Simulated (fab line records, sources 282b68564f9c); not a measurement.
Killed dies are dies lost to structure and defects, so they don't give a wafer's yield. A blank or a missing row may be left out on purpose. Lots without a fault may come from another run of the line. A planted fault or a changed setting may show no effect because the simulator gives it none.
Split-lot experiment | flow rit_cmos | 5 lots, 23 wafers read, on a route of 202 steps

THE SPLIT
At RIT_CONTACT_EXPOSE_05 (exposes mask M11, target cd 1000 nm), the setting dose_mj was moved away from the recipe's 250 on 10 of the 23 wafers read, by -5.7% to +5.9%. The other wafers ran this setting at the recipe's value.

FROM THE SPLIT TO THE READING: what the file shows between them, 6 steps
- RIT_CONTACT_PEB_06
- RIT_CONTACT_DEVELOP_07: develop time 120 s
- RIT_CONTACT_CD_MEAS_08: target cd 1000 nm
- RIT_CONTACT_HARDBAKE_10: time 60 s
- RIT_CONTACT_ETCH_11: etches SiO2 in CHF3/CF4/Ar, stops on TiSi2, target depth 480 nm, time 320 s
- RIT_CONTACT_STRIP_12: strips in O2, time 180 s

THE READING
cd_nm, in nm, at RIT_CONTACT_CD_MEAS_90 (target cd 1000 nm). Fault-free wafers of this fab line usually give 999.8 nm, standard deviation 2.4 nm.

wafer  | tool, chamber at the split | dose_mj as run | against the recipe | cd_nm, nm | against lot-mates on the recipe
L074.2 | iline_stepper-02, 0        | 250            | recipe             | 1001.2    | -
L074.4 | iline_stepper-02, 0        | 250            | recipe             | 1002.4    | -
L074.5 | iline_stepper-02, 0        | 250            | recipe             | 998.2     | -
L078.1 | iline_stepper-02, 0        | 264.7          | +5.9%              | 1016.7    | +16.3
L078.3 | iline_stepper-02, 0        | 250            | recipe             | 1000.6    | -
L078.4 | iline_stepper-02, 0        | 250            | recipe             | 1000.2    | -
L078.5 | iline_stepper-02, 0        | 264.7          | +5.9%              | 1015.5    | +15.1
L078.6 | iline_stepper-02, 0        | 264.7          | +5.9%              | 1016.6    | +16.2
L080.1 | iline_stepper-01, 0        | 250            | recipe             | 1000.7    | -
L080.2 | iline_stepper-01, 0        | 241.8          | -3.3%              | 992.1     | -8.9
L080.3 | iline_stepper-01, 0        | 241.8          | -3.3%              | 991.8     | -9.2
L080.4 | iline_stepper-01, 0        | 250            | recipe             | 1001.0    | -
L080.6 | iline_stepper-01, 0        | 250            | recipe             | 1001.3    | -
L082.1 | iline_stepper-02, 0        | 235.7          | -5.7%              | 980.8     | -17.5
L082.2 | iline_stepper-02, 0        | 235.7          | -5.7%              | 982.4     | -15.9
L082.3 | iline_stepper-02, 0        | 250            | recipe             | 997.5     | -
L082.4 | iline_stepper-02, 0        | 250            | recipe             | 999.1     | -
L082.5 | iline_stepper-02, 0        | 235.7          | -5.7%              | 982.1     | -16.2
L083.2 | iline_stepper-01, 0        | 250            | recipe             | 1000.7    | -
L083.3 | iline_stepper-01, 0        | 250            | recipe             | 1000.6    | -
L083.4 | iline_stepper-01, 0        | 250            | recipe             | 998.9     | -
L083.5 | iline_stepper-01, 0        | 260.9          | +4.4%              | 1014.4    | +14.3
L083.6 | iline_stepper-01, 0        | 260.9          | +4.4%              | 1011.1    | +11.0

THE FIT
A straight line over all 23 wafers: cd_nm changes by +2.92 nm for each +1% of dose_mj; r = +0.99; the points scatter about the line by 1.5 nm.
The same after taking each lot's own level away (the mean of its wafers on the recipe; 23 wafers): +2.81 nm for each +1%; r = +0.99; scatter 1 nm.
On that fit, the largest move of dose_mj shifts the reading by 17 nm.
The lots' own levels span 998.30 to 1001.00 nm, that is 1.1 times the standard deviation above.
So the lot-to-lot level changes the slope little: the two slopes agree.
Check: with one of the wafers moved furthest among these (+5.9%) left out of the fit, the line predicts +16.4 nm for it against its lot-mates. It came out at +16.3 nm against them.

OTHER SPLITS ON THESE WAFERS
These wafers also went through other splits before the reading. Each is held against what the fit with the lots' levels taken away leaves over:
other split on the same wafers       | wafers away from the commonest value | r with cd_nm (lot level and that fit taken away)
RIT_ACTIVE_CVD_03 temp_c             | 15                                   | +0.19
RIT_ACTIVE_ETCH_13 rf_w              | 6                                    | -0.07
RIT_FOX1_OXIDATION_00 ox_time_s      | 18                                   | +0.12
RIT_FOX1_WET_ETCH_02 time_s          | 18                                   | -0.12
RIT_PWELL_IMPLANT_08 energy_kev      | 8                                    | -0.17
RIT_NRETRO_COAT_01 resist_thk_nm     | 8                                    | -0.01
RIT_NRETRO_DEVELOP_05 develop_time_s | 5                                    | +0.19
RIT_PRETRO_HARDBAKE_07 temp_c        | 8                                    | -0.02
RIT_PRETRO_IMPLANT_08 energy_kev     | 10                                   | +0.19
RIT_GATE_DEVELOP_15 develop_time_s   | 10                                   | +0.17

THE WHOLE CHAIN: every reading that the file lists as answering this split, in the file's order
step                   | what it does                                                                | reading                                                        | change (the file's fit)              | r (the file's)
RIT_CONTACT_CD_MEAS_08 | target cd 1000 nm                                                           | cd_nm                                                          | +2.84 nm for each +1% of the setting | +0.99
RIT_CONTACT_ETCH_11    | etches SiO2 in CHF3/CF4/Ar, stops on TiSi2, target depth 480 nm, time 320 s | CONTACT.cd_nm (the simulator's own value, which no gauge read) | +2.82 nm for each +1% of the setting | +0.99
RIT_CONTACT_CD_MEAS_90 | target cd 1000 nm                                                           | cd_nm                                                          | +2.82 nm for each +1% of the setting | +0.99

THE FILE'S OWN FIT
cd_nm changes by +2.82 nm for each +1% of dose_mj, r = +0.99.
